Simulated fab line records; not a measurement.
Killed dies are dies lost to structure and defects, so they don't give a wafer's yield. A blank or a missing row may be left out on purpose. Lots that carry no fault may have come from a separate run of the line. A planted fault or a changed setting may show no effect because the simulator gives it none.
Which tool is to blame? -- flow berkeley-cmos170 -- Sampling: 6 lots, 18 wafers, 5 of 331 route steps

## WHAT THE GAUGES READ, wafer by wafer
UCB170_M3_CD_MEAS_90: target cd 700 nm.
lot,measured,on,cd-nm (nm)
L248,day 9 00:34,cd-sem-01,695.7 694.6 699.2
L247,day 9 03:29,cd-sem-01,704.2 701.9 705.2
L250,day 9 18:37,cd-sem-01,704.2 704.4 703.6
L253,day 10 17:21,cd-sem-02,703.0 699.8 701.7
L267,day 13 16:09,cd-sem-02,696.6 703.2 697.7
L265,day 13 18:31,cd-sem-01,697.3 697.5 699.5

## WHAT TOOL EACH LOT RAN ON (gives the tool, then ch and the chambers of the sampled wafers, and finally the start)
lot,UCB170_V2_CMP_02,UCB170_V2_STRIP_15,UCB170_M3_METAL_ETCH_18,UCB170_M3_STRIP_19
L248,"cmp-02 ch 0,2, day 8 19:41","plasma-asher-03 ch 0, day 8 21:48","rie-metal-02 ch 1, day 9 00:16","plasma-asher-01 ch 0,1, day 9 00:26"
L247,"cmp-02 ch 0,2,3, day 8 22:07","plasma-asher-02 ch 0,1, day 9 00:09","rie-metal-03 ch 0,1, day 9 03:12","plasma-asher-02 ch 0,1, day 9 03:23"
L250,"cmp-02 ch 1,2,3, day 9 13:34","plasma-asher-03 ch 0,1, day 9 15:37","rie-metal-02 ch 0,1, day 9 18:19","plasma-asher-01 ch 0,1, day 9 18:31"
L253,"cmp-01 ch 1,2, day 10 12:01","plasma-asher-03 ch 0,1, day 10 14:11","rie-metal-03 ch 0,1, day 10 17:04","plasma-asher-02 ch 0,1, day 10 17:14"
L267,"cmp-02 ch 1,2,3, day 13 09:50","plasma-asher-02 ch 0,1, day 13 13:06","rie-metal-01 ch 0,1, day 13 15:52","plasma-asher-02 ch 0,1, day 13 16:03"
L265,"cmp-01 ch 0,1,2, day 13 12:59","plasma-asher-01 ch 0,1, day 13 14:59","rie-metal-01 ch 1, day 13 18:13","plasma-asher-04 ch 1, day 13 18:23"
- UCB170_V2_CMP_02: polishes SiO2.
- UCB170_V2_STRIP_15: strips in O2.
- UCB170_M3_METAL_ETCH_18: etches Al in Cl2/BCl3, stops on SiO2, target depth 1170 nm, time 195 s.
- UCB170_M3_STRIP_19: strips in O2.

## THE ANSWER, worked out from the rows above alone
Rule: the usual values come from the lots themselves. Put in order of their means at a reading, lots are off if they are a third of the lots or fewer, leave a main group of 4 or more, and stand apart from it by a gap of 3 or more times the standard deviation of the main group's means; of several such gaps the widest counts. If all means in a main group match to the digits the tables above print for the reading, that group is not used. A lot without any number at a reading at which 4 lots or more have one is off too. Any other lot the step has rows for is counted as sound.
Nothing can be told from this: no lot is off at any reading shown.

## WHAT HAD BEEN PUT IN BY THE SIMULATOR
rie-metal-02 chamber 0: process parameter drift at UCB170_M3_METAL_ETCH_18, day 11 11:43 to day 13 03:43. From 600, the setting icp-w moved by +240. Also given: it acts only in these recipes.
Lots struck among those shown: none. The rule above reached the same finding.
